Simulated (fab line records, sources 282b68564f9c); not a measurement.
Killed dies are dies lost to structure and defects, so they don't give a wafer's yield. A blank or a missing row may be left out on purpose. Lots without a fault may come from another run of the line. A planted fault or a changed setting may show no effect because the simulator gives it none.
Which tool did it? | flow rit_cmos | 13 lots, 39 wafers sampled, at 2 steps of a route of 202

WHAT THE GAUGES READ, wafer by wafer
RIT_PSD_OVL_MEAS_06. Usual: PSD_OVL -0.4 nm, standard deviation 1.3.
lot  | measured    | on         | PSD_OVL (nm)         | flag
L604 | day 3 08:50 | overlay-02 | 1.3 1.0 1.9          |
L605 | day 3 14:00 | overlay-02 | 1.1 2.5 -1.0         |
L606 | day 3 16:37 | overlay-02 | -0.2 0.6 -1.6        |
L607 | day 3 19:10 | overlay-02 | -0.1 0.2 0.1         |
L608 | day 4 07:39 | overlay-01 | -0.3 -2.6 0.7        |
L610 | day 4 11:29 | overlay-02 | -2.6 -1.9 -3.0       |
L611 | day 4 22:16 | overlay-01 | -151.0 -149.6 -152.1 | OFF
L612 | day 5 00:26 | overlay-02 | -150.8 -148.6 -149.1 | OFF
L617 | day 5 22:04 | overlay-01 | -0.5 0.1 -2.2        |
L618 | day 6 10:57 | overlay-02 | 0.1 0.7 0.7          |
L621 | day 7 07:06 | overlay-01 | -1.2 -2.2 -1.5       |
L623 | day 7 19:35 | overlay-02 | -1.4 0.0 -0.3        |
L626 | day 8 02:36 | overlay-02 | -1.1 -2.2 -2.3       |

WHICH TOOL RAN EACH LOT (tool, then ch and the chambers of the sampled wafers, then the start)
lot  | RIT_PSD_EXPOSE_03
L604 | iline_stepper-02 ch 0, day 3 08:26
L605 | iline_stepper-01 ch 0, day 3 13:35
L606 | iline_stepper-01 ch 0, day 3 16:14
L607 | iline_stepper-02 ch 0, day 3 18:46
L608 | iline_stepper-01 ch 0, day 4 07:16
L610 | iline_stepper-02 ch 0, day 4 11:05
L611 | iline_stepper-02 ch 0, day 4 21:47
L612 | iline_stepper-02 ch 0, day 5 00:02
L617 | iline_stepper-01 ch 0, day 5 21:40
L618 | iline_stepper-01 ch 0, day 6 10:22
L621 | iline_stepper-01 ch 0, day 7 06:42
L623 | iline_stepper-01 ch 0, day 7 19:11
L626 | iline_stepper-01 ch 0, day 8 02:07
- RIT_PSD_EXPOSE_03: exposes mask M10, target cd 40900 nm.

WHAT THE TOOLS THEMSELVES READ (means of the sampled wafers that have a number; where no wafer has one, the mark that the record gives instead)
RIT_PSD_EXPOSE_03. Usual: reticle_temp_C 23.01 C, standard deviation 0.11; stage_vel_mm_s 500.03 mm/s, standard deviation 0.28.
lot  | tool             | reticle_temp_C (C) | stage_vel_mm_s (mm/s) | flag
L604 | iline_stepper-02 | 23.06              | 500.08                |
L605 | iline_stepper-01 | 23.05              | 500.28                |
L606 | iline_stepper-01 | 22.98              | 499.73                |
L607 | iline_stepper-02 | 23.06              | 500.05                |
L608 | iline_stepper-01 | 22.95              | 500.23                |
L610 | iline_stepper-02 | 23.01              | 499.82                |
L611 | iline_stepper-02 | 22.93              | 499.69                |
L612 | iline_stepper-02 | 23.08              | 500.41                |
L617 | iline_stepper-01 | 23.08              | 499.89                |
L618 | iline_stepper-01 | 22.87              | 499.95                |
L621 | iline_stepper-01 | 22.93              | 499.87                |
L623 | iline_stepper-01 | 23.14              | 500.18                |
L626 | iline_stepper-01 | 23.19              | 499.74                |

THE ANSWER, worked out from the rows above alone
Rule: a lot is off if the mean of its wafers that have a number lies more than 3 standard deviations from the usual mean. A lot without any number at a reading at which 4 lots or more have one is off too. The other lots that the step has rows for count as sound. The gauges are gone through in route order, then the tools' own readings, and for those a lot's mean is taken as printed above. The first step at which some lot is off is used, and at that step the reading that is off furthest; a lot without a number counts as furthest.
Off: L611, L612, at RIT_PSD_OVL_MEAS_06 (PSD_OVL).
A tool fits if, at a process step before that reading, it ran every lot that is off, and no sound lot after the first of them. The gauges at RIT_PSD_OVL_MEAS_06 are tried like those tools. One fits: iline_stepper-02 at RIT_PSD_EXPOSE_03. Its last sound lot is L610 (day 4 11:05), its first lot that is off L611 (day 4 21:47): a fault that began between those two fits.

WHAT THE SIMULATOR HAD PUT IN
Scanner matching overlay: iline_stepper-02, from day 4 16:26 on, at RIT_PSD_EXPOSE_03. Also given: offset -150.
Lots struck among those shown: L611, L612. The rule above found the same.
